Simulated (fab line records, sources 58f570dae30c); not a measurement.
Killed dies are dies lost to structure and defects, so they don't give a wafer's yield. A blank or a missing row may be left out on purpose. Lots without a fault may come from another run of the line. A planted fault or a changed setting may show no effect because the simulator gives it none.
fab line records | flow berkeley_cmos170
record lots=5 wafers=15 last_day=14
route steps=331 shown M2@283 V2@292 M3@309
lots that met no fault: from a run of the same line without faults
start_h: hours from the record's first day to the start of the lot's first wafer shown | wait_h: hours since the lot's step before | " the same as in the row above | L1.1+2: a row that stands for several wafers | - no value, or no start given | * or withheld: withheld | < > ~ a bound
route shown NAME@n: a module of which the file shows steps, and the number in the route of the first | usual: mean/standard deviation of fault-free wafers | same: alike in all rows | chamber/n: place in a boat | sites: the reading at each site | _std_site: their standard deviation | _edge_site: outer sites' mean less inner sites' | radius_mm: how far each site lies from the wafer's centre | mask NAME#n: copy n | behind: the tool/chamber that last shaped the wafer | hold: why the lot was held/for how many hours/how that ended | device: the transistor (n, p or np) that didn't switch | end of line: the same wafers' tests at the end of the route | a step without rows: its recipe alone | killed: dies lost to structure and defects at the first sort, not the wafer's yield | map: a wafer's dies, x killed, . not, _ none there
set.NAME: the setting as run; set.NAME@STEP: as run at that earlier step | model.NAME: the simulator's own value behind a step, which no gauge read
lots at some steps of the route; a table a step, a row a wafer
services: from which hour (start_h, from the record's first day; less than 0 if before it) a tool's chamber was out of use, for how many hours, and why
## steps
# step UCB170_M2_EXPOSE_12
# recipe mask_id=METAL2 target_cd_nm=700 na=0.5 sigma_outer=0.6 source_shape=conventional dose_mj=26
# columns lot.wafer tool chamber start_h wait_h mask
L074.1+2+3 krf_scanner-02 0 182.27 - METAL2#0
L085.1+3+4 krf_scanner-01 0 258.01 - METAL2#0
L088.3+5+6 krf_scanner-01 0 258.40 - METAL2#0
L092.1+5+6 krf_scanner-01 0 - - METAL2#0
L096.1+2+4 krf_scanner-01 0 328.70 - METAL2#0
# step UCB170_M2_PEB_13
# recipe peb_temp_c=130 peb_time_s=withheld resist=KrF
# columns lot.wafer tool chamber start_h wait_h
L074.1+2+3 litho_track-01 0 182.60 0.3
L085.1+3+4 litho_track-01 0 258.33 0.3
L088.3+5+6 litho_track-02 0 258.72 0.3
L092.1+5+6 litho_track-01 0 - -
L096.1+2+4 litho_track-01 0 329.13 0.4
# step UCB170_M2_DEVELOP_14
# recipe developer=TMAH develop_time_s=45 resist=KrF dev_temp_c=21
# columns lot.wafer tool chamber start_h wait_h
L074.1+2+3 litho_track-01 0 - -
L085.1+3+4 litho_track-01 0 - -
L088.3+5+6 litho_track-02 0 - -
L092.1+5+6 litho_track-01 0 - -
L096.1+2+4 litho_track-01 0 - -
# step UCB170_M2_CD_MEAS_15
# recipe target_cd_nm=700
# usual cd_nm=699.9/1.4
# columns lot.wafer tool chamber start_h wait_h cd_nm
L074.1 cd_sem-01 - 182.87 - 701.6
L074.2 " - " " 702.7
L074.3 " - " " 703.0
L085.1 cd_sem-02 - 258.61 - 698.8
L085.3 " - " " 697.2
L085.4 " - " " 699.0
L088.3 cd_sem-02 - 258.99 - 700.4
L088.5 " - " " 701.2
L088.6 " - " " 700.7
L092.1 cd_sem-01 - 305.95 - 699.7
L092.5 " - " " 700.9
L092.6 " - " " 699.2
L096.1 cd_sem-01 - 329.40 - 702.6
L096.2 " - " " 701.8
L096.4 " - " " 701.1
# step UCB170_M2_OVL_MEAS_16
# usual M2_OVL=0/4.6
# columns lot.wafer tool chamber start_h wait_h M2_OVL[nm]
L074.1 overlay-01 - 182.99 0.1 -3
L074.2 " - " " 1
L074.3 " - " " -6
L085.1 overlay-02 - 258.73 0.1 -4
L085.3 " - " " -1
L085.4 " - " " -6
L088.3 overlay-02 - 259.08 0.1 -1
L088.5 " - " " 3
L088.6 " - " " -1
L092.1 overlay-01 - 306.07 0.1 3
L092.5 " - " " 4
L092.6 " - " " -2
L096.1 overlay-02 - 329.52 0.1 -2
L096.2 " - " " 4
L096.4 " - " " 0
# step UCB170_M2_ETCH_17
# recipe chemistry=N2/H2 target_depth_a=withheld overetch_a=withheld target=BARC time_s=withheld source_w=500 bias_w=100 pressure_mtorr=30 n2_flow_sccm=100 h2_flow_sccm=200
# usual drypump_motor_current_A=5.7/0.31 n2_flow_sccm=99.94/0.29 oes_product_au=0.991/0.02 throttle_valve_pct=13.38/0.17
# columns lot.wafer tool chamber start_h wait_h drypump_motor_current_A n2_flow_sccm oes_product_au throttle_valve_pct
L074.1 rie_diel-02 3 183.03 0.0 5.7 99.99 0.965 13.22
L074.2 " 0 " " 5.5 99.99 1.004 13.33
L074.3 " 2 " " 6.0 99.55 0.997 13.49
L085.1 rie_diel-01 1 258.76 0.0 6.1 99.92 0.978 13.46
L085.3 " 2 " " 5.4 99.00 0.981 13.27
L085.4 " 3 " " 5.8 100.26 1.000 13.13
L088.3 rie_diel-02 3 259.10 0.0 5.7 100.63 0.964 13.22
L088.5 " 0 " " 5.5 99.90 1.000 13.34
L088.6 " 1 " " 6.4 99.97 0.976 13.40
L092.1 rie_diel-03 1 306.11 0.0 6.1 100.02 1.023 13.51
L092.5 " 2 " " 5.6 99.93 1.029 13.26
L092.6 " 3 " " 5.3 100.05 0.993 13.65
L096.1 rie_diel-02 1 329.56 0.0 6.3 99.99 0.975 13.40
L096.2 " 0 " " 5.5 99.64 0.998 13.31
L096.4 " 3 " " 5.7 100.02 0.950 13.21
# step UCB170_M2_METAL_ETCH_18
# recipe chemistry=Cl2/BCl3 target=Al stop_on=SiO2 pressure_mtorr=12 target_depth_a=11700 over_etch_frac=0.3 time_s=195 icp_w=600 bias_w=120 Cl2_flow_sccm=90 bcl3_flow_sccm=45
# usual drypump_motor_current_A=6.0/0.43 oes_product_au=0.850/0.019 throttle_valve_pct=24.48/0.16
# columns lot.wafer tool chamber start_h wait_h drypump_motor_current_A oes_product_au rf_hours_counter_h throttle_valve_pct
L074.1 rie_metal-04 1 183.07 - 6.3 0.859 16 24.38
L074.2 " 0 " " 6.0 0.820 9 24.34
L074.3 " 0 " " 6.0 0.830 - 24.34
L085.1 rie_metal-01 0 258.80 - 6.0 0.867 13 24.30
L085.3 " 0 " " 6.0 0.872 - 24.32
L085.4 " 1 " " 5.1 0.836 - 24.38
L088.3 rie_metal-04 1 259.21 - 6.3 0.861 - 24.55
L088.5 " 0 " " 6.0 0.822 - 24.35
L088.6 " 1 " " 6.3 0.842 - 24.54
L092.1 rie_metal-01 1 306.15 - 5.0 0.835 15 24.40
L092.5 " 1 " " 5.1 0.832 - 24.39
L092.6 " 0 " " 6.0 0.866 - 24.31
L096.1 rie_metal-04 0 329.60 - 6.0 0.831 13 24.35
L096.2 " 1 " " 6.3 0.844 2 24.54
L096.4 " 0 " " 6.0 0.825 - 24.37
# step UCB170_M2_STRIP_19
# recipe chemistry=O2 power_w=400 pressure_mtorr=3500 platen_temp_c=withheld o2_flow_sccm=400 overash_fraction=0.5
# usual drypump_motor_current_A=5.7/0.5 oes_product_au=0.536/0.026
# columns lot.wafer tool chamber start_h wait_h drypump_motor_current_A oes_product_au rf_hours_counter_h
L074.1 plasma_asher-03 1 183.26 0.1 5.6 0.565 8
L074.2 " 0 " " 6.5 0.509 8
L074.3 " 1 " " 5.7 0.518 -
L085.1 plasma_asher-03 0 258.99 0.1 6.4 0.501 16
L085.3 " 0 " " 6.5 0.506 -
L085.4 " 1 " " 5.6 0.529 -
L088.3 plasma_asher-04 1 259.36 0.1 5.0 0.583 -
L088.5 " 0 " " 6.0 0.514 -
L088.6 " 1 " " 5.0 0.569 -
L092.1 plasma_asher-03 1 306.34 0.1 5.6 0.525 19
L092.5 " 0 " " 6.5 0.520 -
L092.6 " 1 " " 5.6 0.520 -
L096.1 plasma_asher-04 1 329.79 0.1 5.0 0.511 59
L096.2 " 0 " " 6.0 0.563 59
L096.4 " 1 " " 5.0 0.515 -
# step UCB170_M2_CD_MEAS_90
# recipe target_cd_nm=700
# usual cd_nm=700/3.4
# columns lot.wafer tool chamber start_h wait_h cd_nm
L074.1 cd_sem-01 - 183.36 0.1 701
L074.2 " - " " 706
L074.3 " - " " 705
L085.1 cd_sem-01 - 259.18 0.2 696
L085.3 " - " " 694
L085.4 " - " " 699
L088.3 cd_sem-01 - 259.47 0.1 706
L088.5 " - " " 696
L088.6 " - " " 703
L092.1 cd_sem-01 - 306.44 0.1 699
L092.5 " - " " 702
L092.6 " - " " 699
L096.1 cd_sem-02 - 329.89 0.1 702
L096.2 " - " " 707
L096.4 " - " " 700
# step UCB170_V2_CVD_00
# recipe material=SiO2 target_thk_nm=2000 temp_c=390 precursor=TEOS/O2 time_s=250 rf_w=550 pressure_mtorr=9000
# usual heater_power_w=266/62
# columns lot.wafer tool chamber start_h wait_h heater_power_w
L074.1 pecvd-03 1 183.48 0.1 327
L074.2 " 0 " " 399
L074.3 " 2 " " 290
L085.1 pecvd-03 0 259.30 0.1 378
L085.3 " 1 " " 346
L085.4 " 2 " " 356
L088.3 pecvd-02 1 259.55 0.1 264
L088.5 " 2 " " 229
L088.6 " 0 " " 204
L092.1 pecvd-03 1 306.56 0.1 308
L092.5 " 2 " " 266
L092.6 " 1 " " 361
L096.1 pecvd-04 1 330.01 0.1 196
L096.2 " 2 " " 356
L096.4 " 2 " " 270
# step UCB170_V2_THK_MEAS_01
# recipe reads=SiO2_of_V2_CVD_00
# usual V2_TEOS_THK=1993/27
# columns lot.wafer tool chamber start_h wait_h V2_TEOS_THK[nm]
L074.1 film_metro-02 - 183.64 0.1 1971
L074.2 " - " " 1981
L074.3 " - " " 1976
L085.1 film_metro-02 - 259.45 0.1 1960
L085.3 " - " " 1972
L085.4 " - " " 2032
L088.3 film_metro-01 - 259.73 0.1 1978
L088.5 " - " " 2019
L088.6 " - " " 2045
L092.1 film_metro-03 - 306.71 0.1 1979
L092.5 " - " " 2038
L092.6 " - " " 2005
L096.1 film_metro-03 - 330.16 0.1 1994
L096.2 " - " " 1961
L096.4 " - " " 2009
# step UCB170_V2_CMP_02
# recipe material=SiO2 down_force_psi=6 platen_rpm=60 pad_velocity_m_s=0.75398
# usual motor_current_A=15.5/1.2
# columns lot.wafer tool chamber start_h wait_h motor_current_A
L074.3 cmp-01 3 183.70 0.0 15.3
L074.1 " 0 " " 18.4
L074.2 " 1 " " 14.6
L085.1 cmp-01 1 259.62 0.2 15.9
L085.3 " 2 " " 13.4
L085.4 " 3 " " 15.2
L088.3 cmp-02 0 259.82 0.1 15.2
L088.5 " 3 " " 16.2
L088.6 " 0 " " 15.2
L092.1 cmp-01 1 306.77 0.1 16.1
L092.5 " 1 " " 15.6
L092.6 " 2 " " 13.7
L096.1 cmp-01 1 330.22 0.1 14.7
L096.4 " 2 " " 13.6
L096.2 " 3 " " 14.2
# step UCB170_V2_BOW_MEAS_03
# recipe mode=bow
# usual V2_BOW=36/6.7
# columns lot.wafer tool chamber start_h wait_h V2_BOW[um]
L074.1 film_metro-02 - 184.00 0.2 44
L074.2 " - " " 43
L074.3 " - " " 48
L085.1 film_metro-01 - 259.92 0.2 28
L085.3 " - " " 39
L085.4 " - " " 34
L088.3 film_metro-02 - 260.11 0.2 39
L088.5 " - " " 33
L088.6 " - " " 29
L092.1 film_metro-03 - 307.07 0.2 26
L092.5 " - " " 38
L092.6 " - " " 43
L096.1 film_metro-01 - 330.52 0.2 35
L096.2 " - " " 45
L096.4 " - " " 20
# step UCB170_V2_THK_MEAS_04
# recipe reads=SiO2_of_V2_CVD_00
# usual V2_POLISHED_THK=1000.2/1.2
# columns lot.wafer tool chamber start_h wait_h V2_POLISHED_THK[nm]
L074.1 film_metro-02 - 184.12 0.1 998.8
L074.2 " - " " 999.7
L074.3 " - " " 998.5
L085.1 film_metro-01 - 260.04 0.1 1000.3
L085.3 " - " " 1001.9
L085.4 " - " " 1000.2
L088.3 film_metro-02 - 260.21 0.1 1002.2
L088.5 " - " " 1001.2
L088.6 " - " " 1000.5
L092.1 film_metro-03 - 307.19 0.1 1001.4
L092.5 " - " " 1000.7
L092.6 " - " " 1000.1
L096.1 film_metro-01 - 330.64 0.1 1001.0
L096.2 " - " " 1000.5
L096.4 " - " " 1003.3
# step UCB170_V2_CLEAN_05
# recipe chemistry=DIW
# columns lot.wafer tool chamber start_h wait_h
L074.1+2+3 wet_bench-02 1 184.18 0.1
L085.1+3+4 wet_bench-03 1 260.37 0.3
L088.3+5+6 wet_bench-03 2 260.37 0.2
L092.1+5+6 wet_bench-03 1 307.25 0.1
L096.1+2+4 wet_bench-04 1 330.70 0.1
# step UCB170_V2_HMDS_06
# recipe prime_time_s=60 prime_temp_c=100
# columns lot.wafer tool chamber start_h wait_h
L074.1+2+3 litho_track-02 0 184.59 0.1
L085.1+3+4 litho_track-03 0 260.82 0.3
L088.3+5+6 litho_track-04 0 261.15 0.6
L092.1+5+6 litho_track-04 0 308.17 0.6
L096.1+2+4 litho_track-03 0 331.48 0.6
# step UCB170_V2_COAT_07
# recipe resist=KrF spin_rpm=1500 resist_thk_nm=900
# columns lot.wafer tool chamber start_h wait_h
L074.1+2+3 litho_track-02 0 184.74 0.1
L085.1+3+4 litho_track-03 0 260.97 0.1
L088.3+5+6 litho_track-04 0 261.30 0.1
L092.1+5+6 litho_track-04 0 308.32 0.1
L096.1+2+4 litho_track-03 0 331.63 0.1
# step UCB170_V2_SOFTBAKE_08
# recipe resist=KrF temp_c=130 time_s=60
# columns lot.wafer tool chamber start_h wait_h
L074.1+2+3 litho_track-02 0 184.89 0.1
L085.1+3+4 litho_track-03 0 261.12 0.1
L088.3+5+6 litho_track-04 0 261.45 0.1
L092.1+5+6 litho_track-04 0 308.47 0.1
L096.1+2+4 litho_track-03 0 331.78 0.1
# step UCB170_V2_EXPOSE_09
# recipe mask_id=VIA2 target_cd_nm=700 na=0.5 sigma_outer=0.6 source_shape=conventional dose_mj=37
# columns lot.wafer tool chamber start_h wait_h mask
L074.1+2+3 krf_scanner-01 0 185.04 0.1 VIA2#0
L085.1+3+4 krf_scanner-01 0 261.40 0.2 VIA2#0
L088.3+5+6 krf_scanner-02 0 261.71 0.2 VIA2#0
L092.1+5+6 krf_scanner-01 0 308.62 0.1 VIA2#0
L096.1+2+4 krf_scanner-01 0 - - VIA2#0
# step UCB170_V2_PEB_10
# recipe peb_temp_c=130 peb_time_s=withheld resist=KrF
# columns lot.wafer tool chamber start_h wait_h
L074.1+2+3 litho_track-02 0 185.49 0.4
L085.1+3+4 litho_track-03 0 261.55 0.1
L088.3+5+6 litho_track-02 0 261.87 0.1
L092.1+5+6 litho_track-04 0 309.07 0.4
L096.1+2+4 litho_track-03 0 - -
# step UCB170_V2_DEVELOP_11
# recipe developer=TMAH develop_time_s=45 resist=KrF dev_temp_c=21
# columns lot.wafer tool chamber start_h wait_h
L074.1+2+3 litho_track-02 0 - -
L085.1+3+4 litho_track-03 0 - -
L088.3+5+6 litho_track-02 0 - -
L092.1+5+6 litho_track-04 0 - -
L096.1+2+4 litho_track-03 0 - -
# step UCB170_V2_CD_MEAS_12
# recipe target_cd_nm=700
# usual cd_nm=700.5/1.4
# columns lot.wafer tool chamber start_h wait_h cd_nm
L074.1 cd_sem-01 - 185.97 - 702.5
L074.2 " - " " 701.2
L074.3 " - " " 701.0
L085.1 cd_sem-01 - 261.82 - 698.0
L085.3 " - " " 699.6
L085.4 " - " " 698.5
L088.3 cd_sem-01 - 262.14 - 701.0
L088.5 " - " " 700.7
L088.6 " - " " 701.0
L092.1 cd_sem-02 - 309.35 - 698.8
L092.5 " - " " 698.3
L092.6 " - " " 699.2
L096.1 cd_sem-02 - 333.38 - 697.8
L096.2 " - " " 698.1
L096.4 " - " " 697.8
# step UCB170_V2_OVL_MEAS_13
# usual V2_OVL=-4/5.5
# columns lot.wafer tool chamber start_h wait_h V2_OVL[nm]
L074.1 overlay-01 - 186.09 0.1 -5
L074.2 " - " " -2
L074.3 " - " " -2
L085.1 overlay-02 - 261.94 0.1 -12
L085.3 " - " " -15
L085.4 " - " " -9
L088.3 overlay-02 - 262.23 0.1 -4
L088.5 " - " " -2
L088.6 " - " " -8
L092.1 overlay-01 - 309.47 0.1 -12
L092.5 " - " " -15
L092.6 " - " " -3
L096.1 overlay-02 - 333.50 0.1 -5
L096.2 " - " " 2
L096.4 " - " " 2
# step UCB170_V2_ETCH_14
# recipe chemistry=CHF3/CF4/Ar target=SiO2 stop_on=Al CHF3_flow_sccm=45 cf4_flow_sccm=15 Ar_flow_sccm=150 pressure_mtorr=200 rf_w=700 target_depth_a=12500 over_etch_frac=0.25 time_s=291
# usual drypump_motor_current_A=5.8/0.36 oes_product_au=0.871/0.0093 throttle_valve_pct=6.96/0.11
# columns lot.wafer tool chamber start_h wait_h drypump_motor_current_A oes_product_au rf_hours_counter_h throttle_valve_pct
L074.1 rie_diel-01 2 186.12 0.0 5.4 0.872 6 6.93
L074.2 " 0 " " 5.6 0.861 3 7.07
L074.3 " 1 " " 6.0 0.865 5 7.02
L085.1 rie_diel-04 1 261.98 0.0 6.3 0.869 23 6.97
L085.3 " 3 " " 6.2 0.862 92 6.81
L085.4 " 2 " " 6.4 0.853 18 6.89
L088.3 rie_diel-01 2 262.25 0.0 5.4 0.870 10 6.94
L088.5 " 1 " " 6.0 0.864 - 7.01
L088.6 " 0 " " 5.6 0.858 - 7.08
L092.1 rie_diel-01 2 309.50 0.0 5.4 0.872 11 6.93
L092.5 " 0 " " 5.6 0.866 - 7.07
L092.6 " 1 " " 6.1 0.868 - 7.00
L096.1 rie_diel-03 0 333.53 0.0 5.6 0.887 40 6.87
L096.2 " 2 " " 5.6 0.883 68 6.84
L096.4 " 3 " " 5.3 0.871 - 7.15
# step UCB170_V2_STRIP_15
# recipe chemistry=O2 power_w=400 pressure_mtorr=3500 platen_temp_c=withheld o2_flow_sccm=400 overash_fraction=0.5
# usual drypump_motor_current_A=5.8/0.49 oes_product_au=0.722/0.0047 strip_time_to_endpoint_s=15.35/0.13
# columns lot.wafer tool chamber start_h wait_h drypump_motor_current_A oes_product_au rf_hours_counter_h strip_time_to_endpoint_s
L074.1 plasma_asher-03 0 186.30 0.1 6.4 0.722 9 15.17
L074.2 " 1 " " 5.6 0.724 9 15.27
L074.3 " 1 " " 5.6 0.722 - 15.27
L085.1 plasma_asher-04 0 262.16 0.1 6.0 0.722 52 15.26
L085.3 " 0 " " 6.0 0.723 - 15.30
L085.4 " 1 " " 5.0 0.731 - 15.46
L088.3 plasma_asher-03 1 262.46 0.1 5.6 0.724 - 15.44
L088.5 " 1 " " 5.6 0.719 - 15.44
L088.6 " 0 " " 6.4 0.721 - 15.52
L092.1 plasma_asher-01 1 309.68 0.1 5.5 0.725 52 15.44
L092.5 " 1 " " 5.5 0.718 - 15.61
L092.6 " 0 " " 6.3 0.721 - 15.52
L096.1 plasma_asher-03 1 333.71 0.1 5.7 0.717 22 15.41
L096.2 " 0 " " 6.5 0.722 22 15.42
L096.4 " 1 " " 5.6 0.720 - 15.47
# step UCB170_V2_CD_MEAS_90
# recipe target_cd_nm=700
# usual cd_nm=700.3/1.5
# columns lot.wafer tool chamber start_h wait_h cd_nm
L074.1 cd_sem-01 - 186.57 0.2 702.7
L074.2 " - " " 701.1
L074.3 " - " " 699.6
L085.1 cd_sem-01 - 262.26 0.1 699.3
L085.3 " - " " 700.0
L085.4 " - " " 697.9
L088.3 cd_sem-01 - 262.57 0.1 700.4
L088.5 " - " " 699.9
L088.6 " - " " 701.0
L092.1 cd_sem-01 - 309.78 0.1 699.6
L092.5 " - " " 698.5
L092.6 " - " " 698.3
L096.1 cd_sem-02 - 333.81 0.1 697.8
L096.2 " - " " 698.3
L096.4 " - " " 698.2
# step UCB170_M3_PRE_CLEAN_00
# recipe gas=Ar preclean_etch_time_s=60
# columns lot.wafer tool chamber start_h wait_h
L074.1+2+3 pvd_sputter-01 - 186.69 0.1
L085.1+3+4 pvd_sputter-04 - 262.38 0.1
L088.3+5+6 pvd_sputter-01 - 262.65 0.1
L092.1+5+6 pvd_sputter-04 - 309.90 0.1
L096.1+2+4 pvd_sputter-03 - 333.93 0.1
# step UCB170_M3_SPUTTER_01
# recipe material=Al target_thk_nm=900 time_s=120 power_w=6000 chamber_pressure_pa=0.5
# usual throttle_valve_pct=30.5/1.3
# columns lot.wafer tool chamber start_h wait_h throttle_valve_pct
L074.1 pvd_sputter-01 - 186.75 0.0 30.1
L074.2 " - " " 32.8
L074.3 " - " " 30.3
L085.1 pvd_sputter-04 - 262.44 0.0 28.1
L085.3 " - " " 32.3
L085.4 " - " " 28.3
L088.3 pvd_sputter-01 - 262.72 0.0 30.2
L088.5 " - " " 30.8
L088.6 " - " " 32.7
L092.1 pvd_sputter-04 - 309.97 0.0 33.1
L092.5 " - " " 32.9
L092.6 " - " " 30.4
L096.1 pvd_sputter-03 - 334.00 0.0 30.3
L096.2 " - " " 30.2
L096.4 " - " " 30.4
# step UCB170_M3_RS_MEAS_02
# recipe thk_meas_gauge=four-point-probe reads=Al_of_M3_SPUTTER_01
# usual M3_AL_RS=0.0321/0.00034
# columns lot.wafer tool chamber start_h wait_h M3_AL_RS[ohm/sq]
L074.1 film_metro-02 - 186.84 0.0 0.0319
L074.2 " - " " 0.0321
L074.3 " - " " 0.0322
L085.1 film_metro-02 - 262.53 0.0 0.0319
L085.3 " - " " 0.0320
L085.4 " - " " 0.0319
L088.3 film_metro-01 - 262.84 0.1 0.0320
L088.5 " - " " 0.0323
L088.6 " - " " 0.0321
L092.1 film_metro-02 - 310.05 0.0 0.0325
L092.5 " - " " 0.0321
L092.6 " - " " 0.0323
L096.1 film_metro-04 - 334.08 0.0 0.0324
L096.2 " - " " 0.0318
L096.4 " - " " 0.0323
# step UCB170_M3_THK_MEAS_03
# recipe thk_meas_gauge=xrf reads=Al_of_M3_SPUTTER_01
# usual M3_AL_THK=914/10
# columns lot.wafer tool chamber start_h wait_h M3_AL_THK[nm]
L074.1 film_metro-02 - 186.96 0.1 929
L074.2 " - " " 914
L074.3 " - " " 911
L085.1 film_metro-02 - 262.65 0.1 920
L085.3 " - " " 917
L085.4 " - " " 919
L088.3 film_metro-01 - 262.94 0.1 923
L088.5 " - " " 911
L088.6 " - " " 921
L092.1 film_metro-02 - 310.17 0.1 906
L092.5 " - " " 917
L092.6 " - " " 911
L096.1 film_metro-04 - 334.20 0.1 901
L096.2 " - " " 922
L096.4 " - " " 905
# step UCB170_M3_HMDS_04
# recipe prime_time_s=60 prime_temp_c=100
# columns lot.wafer tool chamber start_h wait_h
L074.1+2+3 litho_track-04 0 187.02 0.1
L085.1+3+4 litho_track-01 0 263.40 0.7
L088.3+5+6 litho_track-01 0 264.17 1.2
L092.1+5+6 litho_track-04 0 310.35 0.2
L096.1+2+4 litho_track-04 0 335.19 1.0
# step UCB170_M3_COAT_05
# recipe resist=KrF spin_rpm=1500 resist_thk_nm=900
# columns lot.wafer tool chamber start_h wait_h
L074.1+2+3 litho_track-04 0 187.17 0.1
L085.1+3+4 litho_track-01 0 263.55 0.1
L088.3+5+6 litho_track-01 0 264.32 0.1
L092.1+5+6 litho_track-04 0 310.50 0.1
L096.1+2+4 litho_track-04 0 335.34 0.1
# step UCB170_M3_SOFTBAKE_06
# recipe resist=KrF temp_c=130 time_s=60
# columns lot.wafer tool chamber start_h wait_h
L074.1+2+3 litho_track-04 0 187.32 0.1
L085.1+3+4 litho_track-01 0 263.70 0.1
L088.3+5+6 litho_track-01 0 264.47 0.1
L092.1+5+6 litho_track-04 0 310.65 0.1
L096.1+2+4 litho_track-04 0 335.49 0.1
# step UCB170_M3_STRIP_07
# recipe chemistry=O2 power_w=400 pressure_mtorr=3500 platen_temp_c=withheld o2_flow_sccm=400 overash_fraction=0.5
# usual drypump_motor_current_A=5.7/0.46 oes_product_au=0.734/0.0048 strip_time_to_endpoint_s=21.93/0.056
# columns lot.wafer tool chamber start_h wait_h drypump_motor_current_A oes_product_au rf_hours_counter_h strip_time_to_endpoint_s
L074.1 plasma_asher-04 0 187.47 0.1 6.1 0.740 44 21.97
L074.2 " 1 " " 5.0 0.736 44 21.99
L074.3 " 1 " " 5.0 0.735 - 21.94
L085.1 plasma_asher-02 1 263.85 0.1 6.0 0.734 54 21.91
L085.3 " 0 " " 5.2 0.736 - 21.97
L085.4 " 1 " " 6.1 0.740 - 21.93
L088.3 plasma_asher-02 1 264.61 0.1 6.1 0.738 - 22.02
L088.5 " 1 " " 6.1 0.733 - 21.98
L088.6 " 0 " " 5.2 0.736 - 22.06
L092.1 plasma_asher-04 1 310.80 0.1 5.0 0.736 57 21.90
L092.5 " 0 " " 6.0 0.740 - 21.91
L092.6 " 1 " " 5.0 0.728 - 21.90
L096.1 plasma_asher-02 1 335.64 0.1 6.0 0.735 61 21.96
L096.2 " 0 " " 5.2 0.738 61 21.93
L096.4 " 0 " " 5.2 0.726 - 22.00
# step UCB170_M3_STRIP_08
# recipe chemistry=DMSO temp_c=80 time_s=600 material=KrF
# usual bath_guard_temp_C=80.3/0.54
# columns lot.wafer tool chamber start_h wait_h bath_guard_temp_C
L074.1 wet_bench-04 0 187.57 0.1 80.0
L074.2 " 0 " " 79.5
L074.3 " 0 " " 79.6
L085.1 wet_bench-03 0 264.10 0.2 79.8
L085.3 " 0 " " 79.7
L085.4 " 0 " " 79.9
L088.3 wet_bench-03 1 264.67 0.0 80.7
L088.5 " 1 " " 80.5
L088.6 " 1 " " 80.6
L092.1 wet_bench-03 2 310.90 0.1 81.2
L092.5 " 2 " " 81.0
L092.6 " 2 " " 81.1
L096.1 wet_bench-03 1 335.74 0.1 80.4
L096.2 " 1 " " 80.8
L096.4 " 1 " " 80.3
# step UCB170_M3_COAT_09
# recipe resist=BARC temp_c=withheld time_s=withheld spin_rpm=3000 resist_thk_nm=withheld
# columns lot.wafer tool chamber start_h wait_h
L074.1+2+3 litho_track-02 0 187.82 0.1
L085.1+3+4 litho_track-04 0 265.51 1.2
L088.3+5+6 litho_track-01 0 265.80 0.9
L092.1+5+6 litho_track-04 0 311.25 0.0
L096.1+2+4 litho_track-02 0 337.18 1.1
# step UCB170_M3_COAT_10
# recipe resist=KrF spin_rpm=1500 resist_thk_nm=900
# columns lot.wafer tool chamber start_h wait_h
L074.1+2+3 litho_track-02 0 - -
L085.1+3+4 litho_track-04 0 - -
L088.3+5+6 litho_track-01 0 - -
L092.1+5+6 litho_track-04 0 - -
L096.1+2+4 litho_track-02 0 - -
# step UCB170_M3_SOFTBAKE_11
# recipe resist=KrF temp_c=130 time_s=60
# columns lot.wafer tool chamber start_h wait_h
L074.1+2+3 litho_track-02 0 - -
L085.1+3+4 litho_track-04 0 - -
L088.3+5+6 litho_track-01 0 - -
L092.1+5+6 litho_track-04 0 - -
L096.1+2+4 litho_track-02 0 - -
# step UCB170_M3_EXPOSE_12
# recipe mask_id=METAL3 target_cd_nm=700 na=0.5 sigma_outer=0.6 source_shape=conventional dose_mj=26
# columns lot.wafer tool chamber start_h wait_h mask
L074.1+2+3 krf_scanner-02 0 188.27 - METAL3#0
L085.1+3+4 krf_scanner-02 0 266.08 - METAL3#0
L088.3+5+6 krf_scanner-01 0 266.36 - METAL3#0
L092.1+5+6 krf_scanner-01 0 311.82 - METAL3#0
L096.1+2+4 krf_scanner-01 0 337.78 - METAL3#0
# step UCB170_M3_PEB_13
# recipe peb_temp_c=130 peb_time_s=withheld resist=KrF
# columns lot.wafer tool chamber start_h wait_h
L074.1+2+3 litho_track-01 0 188.46 0.2
L085.1+3+4 litho_track-04 0 266.96 0.9
L088.3+5+6 litho_track-01 0 267.25 0.9
L092.1+5+6 litho_track-01 0 312.00 0.2
L096.1+2+4 litho_track-02 0 338.45 0.6
# step UCB170_M3_DEVELOP_14
# recipe developer=TMAH develop_time_s=45 resist=KrF dev_temp_c=21
# columns lot.wafer tool chamber start_h wait_h
L074.1+2+3 litho_track-01 0 - -
L085.1+3+4 litho_track-04 0 - -
L088.3+5+6 litho_track-01 0 - -
L092.1+5+6 litho_track-01 0 - -
L096.1+2+4 litho_track-02 0 - -
# step UCB170_M3_CD_MEAS_15
# recipe target_cd_nm=700
# usual cd_nm=700.5/1.6
# columns lot.wafer tool chamber start_h wait_h cd_nm
L074.1 cd_sem-02 - 188.74 - 702.8
L074.2 " - " " 702.5
L074.3 " - " " 701.3
L085.1 cd_sem-02 - 267.23 - 698.3
L085.3 " - " " 698.9
L085.4 " - " " 698.1
L088.3 cd_sem-01 - 267.51 - 701.6
L088.5 " - " " 700.7
L088.6 " - " " 701.5
L092.1 cd_sem-02 - 312.27 - 699.3
L092.5 " - " " 699.7
L092.6 " - " " 699.7
L096.1 cd_sem-02 - 338.73 - 701.3
L096.2 " - " " 700.6
L096.4 " - " " 700.7
# step UCB170_M3_OVL_MEAS_16
# usual M3_OVL=0/5.7
# columns lot.wafer tool chamber start_h wait_h M3_OVL[nm]
L074.1 overlay-01 - 188.86 0.1 8
L074.2 " - " " 1
L074.3 " - " " 7
L085.1 overlay-01 - 267.35 0.1 -6
L085.3 " - " " -9
L085.4 " - " " -6
L088.3 overlay-01 - 267.60 0.1 -12
L088.5 " - " " -2
L088.6 " - " " -5
L092.1 overlay-01 - 312.39 0.1 -8
L092.5 " - " " -4
L092.6 " - " " -7
L096.1 overlay-02 - 338.85 0.1 3
L096.2 " - " " 5
L096.4 " - " " 3
## services
# columns tool chamber start_h hours kind
krf_scanner-02 - 163.75 1.0 pm
cmp-01 - 170.53 5.3 pm
pvd_sputter-04 - 172.24 4.9 repair
plasma_asher-03 - 192.11 1.7 repair
krf_scanner-01 - 197.45 1.3 pm
rie_diel-01 0 217.39 13.7 repair
cmp-01 - 232.00 4.0 pm
krf_scanner-01 - 232.98 0.8 pm
krf_scanner-02 - 235.56 1.3 pm
rie_diel-02 0 237.11 4.2 repair
rie_diel-02 1 237.38 7.9 repair
pvd_sputter-04 - 241.37 7.5 repair
pecvd-03 - 242.50 14.0 pm
krf_scanner-02 - 254.83 4.0 pm
krf_scanner-02 - 261.99 0.8 pm
pecvd-03 0 265.55 2.0 repair
cmp-01 - 265.81 1.4 repair
krf_scanner-01 - 269.50 1.0 pm
cmp-01 - 286.88 7.5 pm
krf_scanner-01 - 301.02 1.6 repair
krf_scanner-01 - 316.57 3.2 repair
cmp-01 - 326.88 3.1 repair
krf_scanner-02 - 332.75 1.0 pm
cmp-01 - 335.03 1.3 repair
## key
fault none
